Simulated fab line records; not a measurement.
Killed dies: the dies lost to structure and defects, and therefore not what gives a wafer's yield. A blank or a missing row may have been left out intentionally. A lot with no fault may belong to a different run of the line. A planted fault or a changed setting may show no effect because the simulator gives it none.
Lot-split experiment -- flow berkeley-cmos170 -- on a route of 331 steps: 5 lots, 23 wafers read

## ABOUT THE SPLIT
At UCB170_V2_PEB_10, the setting peb-temp-c was moved away from the recipe's 130 C on 7 of the 23 wafers read, by -2.8% to +2.3%. The other wafers ran this setting at the recipe's value.

## FROM THE SPLIT TO THE READING: what the file shows between them, 4 steps
- UCB170_V2_DEVELOP_11: develop time 45 s
- UCB170_V2_CD_MEAS_12: target cd 700 nm
- UCB170_V2_ETCH_14: etches SiO2 in CHF3/CF4/Ar, stops on Al, target depth 1250 nm, time 291 s (also split here: time-s)
- UCB170_V2_STRIP_15: strips in O2

## THE READING
cd-nm at UCB170_V2_CD_MEAS_90, given in nm (cd target 700 nm). Fault-free wafers of this fab line usually give 700.0 nm, standard deviation 1.5 nm.

wafer,"tool, chamber at the split","peb-temp-c as run, C",against the recipe,"cd-nm, nm",against lot-mates on the recipe
L074.1,"litho-track-02, 0",130,recipe,701.2,-
L074.3,"litho-track-02, 0",131.4,+1.1%,708.7,+7.2
L074.4,"litho-track-02, 0",130,recipe,701.8,-
L074.5,"litho-track-02, 0",130,recipe,701.5,-
L074.6,"litho-track-02, 0",131.4,+1.1%,708.5,+7.0
L083.1,"litho-track-01, 0",126.4,-2.8%,670.8,-27.1
L083.2,"litho-track-01, 0",130,recipe,698.4,-
L083.4,"litho-track-01, 0",130,recipe,697.4,-
L083.5,"litho-track-01, 0",126.4,-2.8%,671.0,-26.9
L083.6,"litho-track-01, 0",126.4,-2.8%,670.7,-27.2
L082.2,"litho-track-04, 0",133,+2.3%,715.3,+16.5
L082.3,"litho-track-04, 0",130,recipe,696.9,-
L082.4,"litho-track-04, 0",130,recipe,698.9,-
L082.5,"litho-track-04, 0",133,+2.3%,718.0,+19.2
L082.6,"litho-track-04, 0",130,recipe,700.5,-
L084.3,"litho-track-02, 0",130,recipe,700.6,-
L084.5,"litho-track-02, 0",130,recipe,700.2,-
L084.6,"litho-track-02, 0",130,recipe,701.1,-
L085.1,"litho-track-04, 0",130,recipe,700.2,-
L085.3,"litho-track-04, 0",130,recipe,699.2,-
L085.4,"litho-track-04, 0",130,recipe,699.9,-
L085.5,"litho-track-04, 0",130,recipe,700.0,-
L085.6,"litho-track-04, 0",130,recipe,700.3,-

FIT RESULTS
A straight line over all 23 wafers: cd-nm changes by +9.34 nm for each +1% of peb-temp-c; r = +0.99; the points scatter about the line by 2.1 nm.
The same after taking each lot's own level away (the mean of its wafers on the recipe; 23 wafers): +8.94 nm for each +1%; r = +0.99; scatter 1.4 nm.
According to that fit, moving peb-temp-c by its largest amount changes the reading by 25 nm.
The lots' own levels span 697.90 to 701.50 nm, that is 2.4 times the standard deviation above.
Consequently the slope shifts little with the lot-to-lot level, the two slopes agreeing.
Check: for one of the wafers moved furthest among these (-2.8%), held out of the fit, the line's prediction against its lot-mates is -25 nm. It came out at -27.1 nm against them.

## FURTHER SPLITS ON THESE WAFERS
Note: prior to the reading, these wafers also went through further splits. Each is held against what the fit with the lots' levels taken away leaves over:
other split on the same wafers,wafers away from the commonest value,r with cd-nm (lot level and that fit taken away)
UCB170_M1_SPUTTER_00 chamber-pressure-pa,15,-0.04
UCB170_V1_CVD_00 time-s,9,+0.00
UCB170_M2_COAT_05 resist-thk-nm,8,+0.08
UCB170_V2_ETCH_14 time-s,11,+0.04

## THE WHOLE CHAIN: every reading that the file lists as answering this split, in the file's order
step,what it does,reading,change (the file's fit),r (the file's)
UCB170_V2_CD_MEAS_12,target cd 700 nm,cd-nm,+8.84 nm for each +1% of the setting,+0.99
UCB170_V2_ETCH_14,"etches SiO2 in CHF3/CF4/Ar, stops on Al, target depth 1250 nm, time 291 s","V2.cd-nm (the simulator's own value, which no gauge read)",+8.72 nm for each +1% of the setting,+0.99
UCB170_V2_CD_MEAS_90,target cd 700 nm,cd-nm,+8.75 nm for each +1% of the setting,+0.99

## THE FILE'S OWN FIT
cd-nm changes by +8.75 nm for each +1% of peb-temp-c, r = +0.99.
